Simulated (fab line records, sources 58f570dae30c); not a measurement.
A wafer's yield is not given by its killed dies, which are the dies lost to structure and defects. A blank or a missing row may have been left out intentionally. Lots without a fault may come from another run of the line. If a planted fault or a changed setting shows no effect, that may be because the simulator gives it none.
Problem report, 8D (eight disciplines) form, completed by code || flow berkeley cmos170 || the parts of the form that need people (team, actions taken, sign-off) are left out

1. THE PROBLEM
Across 6 wafers from 2 lots, M2_AL_RS at UCB170_M2_RS_MEAS_02 averages 0.03349 ohm/sq, while fault-free wafers read 0.03217 ohm/sq with a standard deviation of 0.00028. That is +4.7 standard deviations from the usual mean.
The step: measures by four-point-probe.
First observed at day 11 11:01: wafer L475.3, on film metro-01. Wafers with a number at this step in the record: 42, from 14 lots. Rule for "out" (also "out of limits"): further than 4 standard deviations from the usual mean. The rest of the wafers with a number are treated as sound.

2. WHAT IT IS AND WHAT IT IS NOT
{"question": "which readings at this step", "is": "M2_AL_RS", "is not": "-"}
{"question": "which lots", "is": "L475, L478", "is not": "L458, L460, L462, L465, L466, L467, L468, L470, L471, L479, L480, L481"}
{"question": "which wafers of those lots", "is": "all that have a number", "is not": "-"}
{"question": "read on which gauges", "is": "film metro-01, film metro-04", "is not": "film metro-03"}
{"question": "when", "is": "from day 11 11:01", "is not": "up to then (27 sound wafers); but 9 sound wafers of L479, L480, L481 came after"}

3. WHAT RULES OUT EACH SUSPECT
Counting: a tool stays on the suspect list if, at a process step up to the reading, it processed all lots that are out and no sound lot following the first of them.
- the gauge at UCB170_M2_RS_MEAS_02 is ruled out. 2 gauges (film metro-01, film metro-04) read the wafers that are out.
- pvd sputter-03 at UCB170_M2_SPUTTER_01 (material Al, target thk 900 nm, time 120 s): kept. It processed each lot that is out, first L475 at day 11 10:53, and no sound lot thereafter; up to then, the last sound lot it processed was L468 at day 10 15:30.
The count leaves pvd sputter-03 at UCB170_M2_SPUTTER_01.

4. THE CAUSE (what the simulator had put in)
Site profile drift: pvd sputter-03, from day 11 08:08 on, at UCB170_M2_SPUTTER_01. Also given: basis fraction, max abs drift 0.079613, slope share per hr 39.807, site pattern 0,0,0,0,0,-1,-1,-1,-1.
This tool alone remained once counting was done.

5. THE EFFECT CHAIN, in route order
One row per reading whose mean, taken over the struck wafers that have a number, lies over 3 standard deviations from the usual. Readings are gone through only where the record gives a usual standard deviation; hours: the median, over the lots, of the time from a lot's start at the first step in this table giving one to that lot's start at this step; sigmas: the change measured in usual standard deviations.
{"hours": 0, "step": "UCB170_M2_RS_MEAS_02", "reading": "M2_AL_RS", "usual": "0.03217 ohm/sq", "on struck wafers": 0.03349, "change": "+0.00132", "sigmas": "+4.7"}
{"hours": 0, "step": "UCB170_M2_THK_MEAS_03", "reading": "M2_AL_THK", "usual": "890 nm", "on struck wafers": 854, "change": -36, "sigmas": -3.8}

6. HOW IT WOULD HAVE BEEN CAUGHT EARLIER
3 hours passed between the start of the fault at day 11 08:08 and the first reading out of limits at a measuring or inspecting step in this record, taken at day 11 11:01.
Of the tool readings at UCB170_M2_SPUTTER_01 for which the record gives a usual standard deviation, none was out on any struck wafer, so an alarm limit of 4 standard deviations on them would not have fired.
Of the lots that are out (2), L478 began UCB170_M2_SPUTTER_01 on pvd sputter-03 after day 11 11:01. It would have been spared by a hold on the tool at that moment.
